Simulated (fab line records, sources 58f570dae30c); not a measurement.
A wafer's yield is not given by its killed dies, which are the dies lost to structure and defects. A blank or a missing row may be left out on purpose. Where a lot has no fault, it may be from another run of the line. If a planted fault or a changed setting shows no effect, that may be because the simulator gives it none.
Struck lot and sound lot, side by side -- flow berkeley-cmos170 -- 14 steps out of a route of 331
Sound: these wafers, L210.1, L210.4, L210.6. Wafers L211.1, L211.5, L211.6 were the ones struck. The cause is given at the end.
Each step with rows lists, per side, the tool, then ch with its chambers, then its first start. Under that, the readings that differ: sound wafers -- struck wafers -- difference of the means -- sigmas: that difference in standard deviations of wafers without a fault.
alike: words and numbers the same on both sides, and readings whose means are apart by under 2 such deviations; not compared: readings that were withheld, readings missing a value for some wafer, numbers with overlapping values and no deviation given by the record, and bounds like >300 which may hide the same value.
The two part at a step that has a row with sigmas, a row that says differs or no value, or rows on one side only. Numbers that don't overlap but have no deviation are shown without sigmas and don't part them. A reading that every wafer of one side lacks parts them only if that side has two wafers or more.

first, 6 steps without rows for these wafers: UCB170_NWELL_HMDS_06 (prime time 60 s); UCB170_NWELL_COAT_07 (resist thk 900 nm); UCB170_NWELL_SOFTBAKE_08 (time 60 s); UCB170_NWELL_EXPOSE_09 (exposes mask NWELL, target cd 3000 nm); UCB170_NWELL_PEB_10; UCB170_NWELL_DEVELOP_11 (develop time 45 s).
UCB170_NWELL_OVL_MEAS_12:
  struck on overlay-01, day 5 02:38; sound on overlay-01, day 4 15:38
  alike: NWELL_OVL
UCB170_NWELL_ETCH_13: etches Si3N4 in CH3F/Ar/O2, stops on SiO2, target depth 246.4 nm, time 154 s.
  sound on rie-diel-01 ch 0,1, day 4 15:41; struck on rie-diel-03 ch 0,1, day 5 02:40
  alike: CH3F_flow_sccm, O2_flow_sccm, drypump-motor-current-A, oes-product-au, throttle-valve-pct
  not compared: rf-hours-counter-h
then, 1 step without rows for these wafers: UCB170_NWELL_IMPLANT_14.
UCB170_NWELL_STRIP_15: strips in O2.
  sound on plasma-asher-02 ch 0,1, day 4 15:56; struck on plasma-asher-03 ch 0,1, day 5 02:56
  alike: drypump-motor-current-A, oes-product-au, strip-time-to-endpoint-s
  not compared: rf-hours-counter-h
UCB170_NWELL_TW_MEAS_16:
  struck on film-metro-03, day 5 03:02; sound on film-metro-03, day 4 16:02
  alike: NWELL_TW
then, 1 step without rows for these wafers: UCB170_NWELL_CLEAN_17 (cleans in SPM, time 600 s).
UCB170_NWELL_WET_ETCH_18: etches Si3N4 in H3PO4, time 14400 s.
  sound on wet-bench-03 ch 0, day 4 16:17; struck on wet-bench-03 ch 2, day 5 03:17
  no value came back on the struck wafers for bath-guard-temp-C (C), bath-heat-duty-pct (%); on the sound wafers bath-guard-temp-C (C) reads 159.6 159.3 159.2
reading,sound,struck,difference,sigmas
model.Si3N4_of_NWELL_CVD_04.thk-nm (nm),0 0 0,226.7 230 226.2,+227.6,
model.SiO2_of_NWELL_OXIDATION_01.thk-nm (nm),0 0 0,26.69 26.59 26.46,+26.58,
then, 1 step without rows for these wafers: UCB170_NWELL_WET_ETCH_19 (etches SiO2 in BOE, time 22 s).

WHERE THEY PART
Only at UCB170_NWELL_WET_ETCH_18, as far as this record shows.

WHY: what had been put in by the simulator
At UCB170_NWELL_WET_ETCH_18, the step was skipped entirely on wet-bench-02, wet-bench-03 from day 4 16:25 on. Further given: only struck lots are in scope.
